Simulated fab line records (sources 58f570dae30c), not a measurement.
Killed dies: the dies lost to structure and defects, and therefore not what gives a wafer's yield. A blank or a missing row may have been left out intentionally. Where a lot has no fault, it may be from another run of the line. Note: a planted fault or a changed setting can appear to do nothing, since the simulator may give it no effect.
fab line records	flow berkeley_cmos170
[record] lots = 14	wafers = 42	last_day = 11
route steps=331 shown V1@254 M2@278 V2@299
lots with no fault: from the same line, run without faults
start_h: the number of hours between the record's first day and the start of the first shown wafer of the lot	wait_h: time in hours since the lot's previous step	" as in the row above	L1.1+2: a single row standing in for several wafers	- no value, or no start given	* or withheld: withheld	< > ~ a bound
route shown NAME@n: a module of which the file shows steps, and the number in the route of the first	usual: mean and standard deviation over wafers with no fault	same: alike in all rows	chamber/n: place in a boat	sites: each site's reading	_std_site: standard deviation of those values	_edge_site: mean of outer sites minus mean of inner sites	radius_mm: how far each site lies from the wafer's centre	mask NAME#n: copy n	behind: tool/chamber where the wafer was last shaped	hold: cause of the lot's hold/its duration in hours/its outcome	device: which transistor (n, p or np) failed to switch	end of line: tests run on the same wafers once the route is complete	a step given without rows: its recipe and nothing more	killed: the dies lost at the first sort to structure and to defects; this is not the yield of the wafer	map: the dies of a wafer, with x for killed, . for not killed, _ for no die there
set.NAME: the setting the step ran with; set.NAME@STEP: the setting that earlier step ran with	model.NAME: the simulator's own value behind a step, which no gauge read
steps of the route over a sample of lots; a table a step, a row a wafer
services: from which hour (start_h, from the record's first day; less than 0 if before it) a tool's chamber was out of use, for how many hours, and why
[[steps]]
[step UCB170_V1_CVD_00]
[recipe] material = SiO2	target_thk_nm = 2000	temp_c = 390	precursor = TEOS/O2	time_s = 238.6	rf_w = 550	pressure_mtorr = 9000
[usual] heater_power_w = 255/47	susceptor_temp_C = 390.00/0.22
[same] time_s = 238.6
lot.wafer	tool	chamber	start_h	wait_h	heater_power_w	susceptor_temp_C
L771.1	pecvd-01	0	142.18	0.0	286	390.29
L771.2	"	2	"	"	299	389.91
L771.5	"	0	"	"	214	390.42
L772.2	pecvd-04	2	146.84	0.0	183	390.16
L772.5	"	2	"	"	231	390.29
L772.6	"	0	"	"	258	389.80
L773.1	pecvd-01	0	162.59	0.0	247	389.91
L773.2	"	2	"	"	318	389.96
L773.3	"	1	"	"	258	390.14
L774.1	pecvd-04	0	162.59	0.0	335	389.95
L774.4	"	2	"	"	224	389.79
L774.5	"	1	"	"	193	390.22
L775.1	pecvd-02	1	162.59	0.0	255	390.56
L775.5	"	1	"	"	196	390.08
L775.6	"	0	"	"	226	389.92
L777.1	pecvd-04	1	170.21	0.0	244	389.96
L777.4	"	2	"	"	243	390.08
L777.6	"	0	"	"	258	389.70
L783.1	pecvd-01	2	204.66	0.0	297	389.83
L783.3	"	0	"	"	296	389.83
L783.4	"	1	"	"	207	389.68
L785.2	pecvd-04	0	212.84	0.0	339	390.10
L785.5	"	0	"	"	259	390.00
L785.6	"	1	"	"	193	389.88
L786.1	pecvd-04	1	227.98	0.0	222	390.01
L786.2	"	2	"	"	194	390.45
L786.3	"	0	"	"	274	390.26
L787.2	pecvd-01	0	236.24	0.0	283	389.90
L787.3	"	1	"	"	230	389.84
L787.6	"	2	"	"	241	389.98
L789.2	pecvd-01	2	240.18	0.0	319	390.35
L789.3	"	0	"	"	304	390.15
L789.6	"	2	"	"	239	390.22
L791.2	pecvd-01	1	248.68	0.0	232	389.93
L791.3	"	2	"	"	312	390.22
L791.6	"	2	"	"	239	389.85
L792.2	pecvd-01	0	248.83	0.2	222	390.10
L792.4	"	1	"	"	205	389.96
L792.6	"	2	"	"	332	389.91
L793.1	pecvd-04	0	260.91	0.0	345	390.18
L793.3	"	2	"	"	222	389.94
L793.4	"	1	"	"	285	390.19
[step UCB170_V1_CMP_02]
[recipe] material = SiO2	down_force_psi = 6	platen_rpm = 60	pad_velocity_m_s = 0.75398
[usual] motor_current_A = 15.1/1.2
lot.wafer	tool	chamber	start_h	wait_h	motor_current_A
L771.1	cmp-01	3	142.39	0.1	14.5
L771.2	"	0	"	"	13.6
L771.5	"	3	"	"	15.2
L772.2	cmp-01	2	147.10	0.1	15.7
L772.6	"	1	"	"	17.2
L772.5	"	2	"	"	15.8
L773.1	cmp-02	2	162.81	0.1	14.8
L773.3	"	3	"	"	15.3
L773.2	"	1	"	"	14.5
L775.1	cmp-02	1	163.11	0.3	14.0
L775.6	"	1	"	"	14.4
L775.5	"	2	"	"	14.9
L774.4	cmp-02	1	163.51	0.7	14.1
L774.1	"	2	"	"	15.3
L774.5	"	3	"	"	15.0
L777.1	cmp-02	0	170.83	0.5	13.6
L777.4	"	1	"	"	14.3
L777.6	"	3	"	"	16.2
L783.3	cmp-02	1	204.88	0.0	14.5
L783.4	"	3	"	"	15.8
L783.1	"	0	"	"	12.9
L785.2	cmp-02	1	213.06	0.0	14.2
L785.6	"	1	"	"	14.2
L785.5	"	2	"	"	15.8
L786.2	cmp-01	3	228.19	0.0	14.4
L786.3	"	1	"	"	16.8
L786.1	"	2	"	"	15.7
L787.3	cmp-02	1	236.51	0.1	14.5
L787.2	"	3	"	"	15.0
L787.6	"	0	"	"	13.6
L789.3	cmp-01	3	240.69	0.3	14.3
L789.2	"	1	"	"	18.1
L789.6	"	0	"	"	14.9
L791.2	cmp-01	1	248.89	0.0	18.0
L791.3	"	3	"	"	14.7
L791.6	"	2	"	"	15.4
L792.4	cmp-02	2	249.10	0.1	15.1
L792.2	"	0	"	"	13.6
L792.6	"	1	"	"	15.0
L793.3	cmp-02	1	261.12	0.0	14.3
L793.1	"	3	"	"	15.3
L793.4	"	0	"	"	12.8
[step UCB170_M2_STRIP_07]
[recipe] chemistry = O2	power_w = 400	pressure_mtorr = 3500	platen_temp_c = withheld	o2_flow_sccm = 400	overash_fraction = 0.5
[usual] drypump_motor_current_A = 5.6/0.53	oes_product_au = 0.734/0.0042	strip_time_to_endpoint_s = 21.99/0.076
[same] overash_fraction = 0.5
lot.wafer	tool	chamber	start_h	wait_h	drypump_motor_current_A	oes_product_au	rf_hours_counter_h	strip_time_to_endpoint_s
L771.1	plasma_asher-04	0	147.05	0.1	4.9	0.731	42	21.99
L771.2	"	1	"	"	5.4	0.735	42	22.12
L771.5	"	1	"	"	5.4	0.733	-	22.08
L772.2	plasma_asher-03	0	150.06	0.1	5.6	0.730	3	21.92
L772.5	"	1	"	"	5.6	0.736	-	21.90
L772.6	"	0	"	"	5.6	0.732	-	21.97
L773.1	plasma_asher-03	1	165.78	0.1	5.6	0.741	5	21.88
L773.2	"	0	"	"	5.6	0.739	5	21.88
L773.3	"	0	"	"	5.6	0.727	-	21.88
L775.1	plasma_asher-04	0	166.19	0.1	4.9	0.736	44	21.99
L775.5	"	1	"	"	5.4	0.734	-	21.96
L775.6	"	0	"	"	4.9	0.732	-	22.00
L774.1	plasma_asher-01	0	166.43	0.1	5.2	0.734	44	22.02
L774.4	"	0	"	"	5.3	0.735	-	22.08
L774.5	"	0	"	"	5.3	0.736	-	22.04
L777.1	plasma_asher-01	0	174.49	0.1	5.2	0.736	45	21.93
L777.4	"	1	"	"	6.6	0.739	-	21.95
L777.6	"	1	"	"	6.6	0.727	-	22.02
L783.1	plasma_asher-04	0	210.62	0.1	4.9	0.734	48	22.03
L783.3	"	1	"	"	5.4	0.731	-	22.03
L783.4	"	0	"	"	4.9	0.743	-	22.02
L785.2	plasma_asher-04	1	218.59	0.1	5.4	0.738	49	21.88
L785.5	"	1	"	"	5.4	0.727	-	21.86
L785.6	"	0	"	"	4.9	0.737	-	21.90
L786.1	plasma_asher-03	1	231.54	0.1	5.6	0.738	12	22.03
L786.2	"	0	"	"	5.6	0.735	12	21.94
L786.3	"	1	"	"	5.6	0.738	-	22.02
L787.2	plasma_asher-01	1	239.29	0.1	6.6	0.736	51	22.06
L787.3	"	1	"	"	6.6	0.732	-	22.11
L787.6	"	0	"	"	5.2	0.739	-	22.09
L789.2	plasma_asher-03	1	247.46	0.1	5.6	0.731	13	22.03
L789.3	"	0	"	"	5.6	0.729	-	22.02
L789.6	"	1	"	"	5.6	0.744	-	22.03
L791.2	plasma_asher-03	0	251.84	0.1	5.6	0.731	14	22.12
L791.3	"	0	"	"	5.6	0.742	-	22.03
L791.6	"	0	"	"	5.6	0.738	-	21.96
L792.2	plasma_asher-01	0	252.45	0.1	5.2	0.732	53	21.94
L792.4	"	1	"	"	6.6	0.741	-	21.98
L792.6	"	1	"	"	6.6	0.738	-	21.97
L793.1	plasma_asher-01	1	264.08	0.1	6.6	0.734	54	21.93
L793.3	"	0	"	"	5.2	0.724	-	21.94
L793.4	"	1	"	"	6.6	0.738	-	21.97
[step UCB170_V2_COAT_07]
[recipe] resist = KrF	spin_rpm = 1500	resist_thk_nm = 900
[usual] resist_line_temp_C = 22.98/0.097	spin_speed_rpm = 1499.9/1.1
lot.wafer	tool	chamber	start_h	wait_h	resist_line_temp_C	spin_speed_rpm
L771.1	litho_track-04	0	149.83	0.1	22.98	1499.2
L771.2	"	0	"	"	22.96	1501.9
L771.5	"	0	"	"	23.00	1500.3
L772.2	litho_track-01	0	154.32	0.1	22.95	1499.9
L772.5	"	0	"	"	23.06	1500.4
L772.6	"	0	"	"	23.14	1500.8
L773.1	litho_track-01	0	169.04	0.1	22.83	1500.6
L773.2	"	0	"	"	22.96	1501.5
L773.3	"	0	"	"	23.03	1500.7
L775.1	litho_track-03	0	169.33	0.1	23.10	1500.1
L775.5	"	0	"	"	23.15	1499.4
L775.6	"	0	"	"	22.94	1500.5
L774.1	litho_track-04	0	170.09	0.1	23.01	1500.2
L774.4	"	0	"	"	23.01	1499.8
L774.5	"	0	"	"	23.12	1501.8
L777.1	litho_track-04	0	177.84	0.1	22.90	1498.5
L777.4	"	0	"	"	22.95	1497.5
L777.6	"	0	"	"	23.18	1499.1
L783.1	litho_track-03	0	216.80	0.1	23.05	1500.0
L783.3	"	0	"	"	22.94	1498.0
L783.4	"	0	"	"	22.94	1500.5
L785.2	litho_track-01	0	224.07	0.1	22.98	1499.2
L785.5	"	0	"	"	22.99	1499.5
L785.6	"	0	"	"	22.99	1498.8
L786.1	litho_track-04	0	235.08	0.1	22.94	1440.9
L786.2	"	0	"	"	22.98	1442.0
L786.3	"	0	"	"	22.99	1440.8
L787.2	litho_track-04	0	242.19	0.1	22.94	1440.9
L787.3	"	0	"	"	23.00	1441.0
L787.6	"	0	"	"	22.89	1443.2
L789.2	litho_track-03	0	251.53	0.1	23.01	1499.1
L789.3	"	0	"	"	22.85	1499.0
L789.6	"	0	"	"	22.97	1499.4
L791.2	litho_track-01	0	255.06	0.1	22.93	1499.4
L791.3	"	0	"	"	23.07	1501.2
L791.6	"	0	"	"	23.00	1499.3
L792.2	litho_track-01	0	255.86	0.1	23.02	1500.4
L792.4	"	0	"	"	23.05	1499.2
L792.6	"	0	"	"	23.16	1498.1
L793.1	litho_track-03	0	267.21	0.1	23.05	1500.6
L793.3	"	0	"	"	22.86	1499.7
L793.4	"	0	"	"	23.14	1499.3
[step UCB170_V2_STRIP_15]
[recipe] chemistry = O2	power_w = 400	pressure_mtorr = 3500	platen_temp_c = withheld	o2_flow_sccm = 400	overash_fraction = 0.5
[usual] drypump_motor_current_A = 5.8/0.46	oes_product_au = 0.722/0.0045	strip_time_to_endpoint_s = 15.32/0.11
[same] overash_fraction = 0.5
lot.wafer	tool	chamber	start_h	wait_h	drypump_motor_current_A	oes_product_au	rf_hours_counter_h	strip_time_to_endpoint_s
L771.1	plasma_asher-01	0	151.01	0.1	5.2	0.724	42	15.29
L771.2	"	1	"	"	6.6	0.722	42	15.21
L771.5	"	0	"	"	5.3	0.727	-	15.17
L772.2	plasma_asher-03	0	155.42	0.1	5.6	0.722	4	15.35
L772.5	"	1	"	"	5.6	0.726	-	15.32
L772.6	"	0	"	"	5.6	0.726	-	15.35
L773.1	plasma_asher-01	1	170.27	0.1	6.6	0.721	44	15.43
L773.2	"	0	"	"	5.2	0.724	44	15.30
L773.3	"	1	"	"	6.6	0.728	-	15.37
L775.1	plasma_asher-01	1	170.67	0.1	6.6	0.716	44	15.44
L775.5	"	1	"	"	6.6	0.722	-	15.33
L775.6	"	0	"	"	5.2	0.727	-	15.22
L774.1	plasma_asher-01	0	171.24	0.1	5.3	0.727	45	15.24
L774.4	"	0	"	"	5.3	0.722	-	15.18
L774.5	"	0	"	"	5.3	0.735	-	15.18
L777.1	plasma_asher-03	0	179.39	0.1	5.6	0.721	7	15.15
L777.4	"	1	"	"	5.6	0.721	-	15.13
L777.6	"	1	"	"	5.6	0.728	-	15.14
L783.1	plasma_asher-02	0	217.96	0.1	6.3	0.725	51	15.41
L783.3	"	1	"	"	5.8	0.722	-	15.33
L783.4	"	0	"	"	6.3	0.721	-	15.24
L785.2	plasma_asher-01	0	225.33	0.1	5.2	0.725	50	15.28
L785.5	"	1	"	"	6.6	0.724	-	15.19
L785.6	"	0	"	"	5.2	0.724	-	15.43
L786.1	plasma_asher-03	1	236.44	0.1	5.6	0.724	12	15.84
L786.2	"	0	"	"	5.6	0.731	12	15.81
L786.3	"	1	"	"	5.6	0.731	-	15.79
L787.2	plasma_asher-03	1	243.32	0.1	5.6	0.726	13	15.69
L787.3	"	1	"	"	5.6	0.723	-	15.68
L787.6	"	1	"	"	5.6	0.723	-	15.74
L789.2	plasma_asher-02	0	252.65	0.1	6.3	0.725	55	15.41
L789.3	"	1	"	"	5.8	0.718	-	15.17
L789.6	"	0	"	"	6.3	0.712	-	15.22
L791.2	plasma_asher-01	0	256.21	0.1	5.2	0.730	53	15.40
L791.3	"	0	"	"	5.3	0.726	-	15.25
L791.6	"	0	"	"	5.2	0.714	-	15.26
L792.2	plasma_asher-03	0	256.98	0.1	5.6	0.717	15	15.36
L792.4	"	0	"	"	5.6	0.717	-	15.30
L792.6	"	1	"	"	5.6	0.720	-	15.40
L793.1	plasma_asher-02	0	268.24	0.1	6.4	0.721	57	15.43
L793.3	"	0	"	"	6.4	0.715	-	15.36
L793.4	"	1	"	"	5.8	0.711	-	15.24
[[services]]
tool	chamber	start_h	hours	kind
pecvd-01	2	122.95	6.2	repair
plasma_asher-01	-	129.76	0.6	repair
pecvd-02	-	135.50	14.0	pm
pecvd-01	-	136.26	1.4	repair
pecvd-04	-	150.63	2.8	pm
cmp-01	-	158.32	6.7	pm
pecvd-02	-	183.08	0.7	repair
cmp-01	-	186.73	1.0	repair
plasma_asher-04	-	187.11	9.0	repair
plasma_asher-01	-	191.03	0.8	repair
cmp-02	-	196.04	1.8	repair
plasma_asher-01	-	201.94	7.3	repair
pecvd-02	2	214.68	4.7	repair
cmp-02	-	232.00	4.0	pm
cmp-02	-	236.00	-	consumable_replace:conditioner
cmp-02	-	236.00	-	consumable_replace:pad
pecvd-04	-	242.50	14.0	pm
pecvd-04	0	242.50	14.0	vent_cycle
pecvd-04	1	242.50	14.0	vent_cycle
pecvd-02	-	246.26	31.8	repair
plasma_asher-01	-	258.89	2.1	repair
cmp-01	-	261.28	6.2	pm
plasma_asher-02	-	261.78	2.5	repair
pecvd-01	0	261.81	4.2	repair
[[key]]
[first_sign] step = UCB170_V2_COAT_07	reading = spin_speed_rpm	direction = down	sigmas = 52	usual = 1499.9	struck = 1441.5
[effect] step = UCB170_V2_STRIP_15	reading = strip_time_to_endpoint_s	direction = up	sigmas = 4.1	usual = *	struck = *
met_at UCB170_V2_COAT_07
struck_lots L786,L787
not_acting_at UCB170_V1_CVD_00,UCB170_V1_CMP_02,UCB170_M2_STRIP_07
onset_between 177.84 235.08
[fault] kind = process_parameter_drift	tool = litho_track-04	chamber = -	onset_h = 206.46	steps = UCB170_V2_COAT_07	channel = spin_rpm	offset = -59.143	shape = step	end_h = 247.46	acts_in = these_recipes_only	stated = 1500
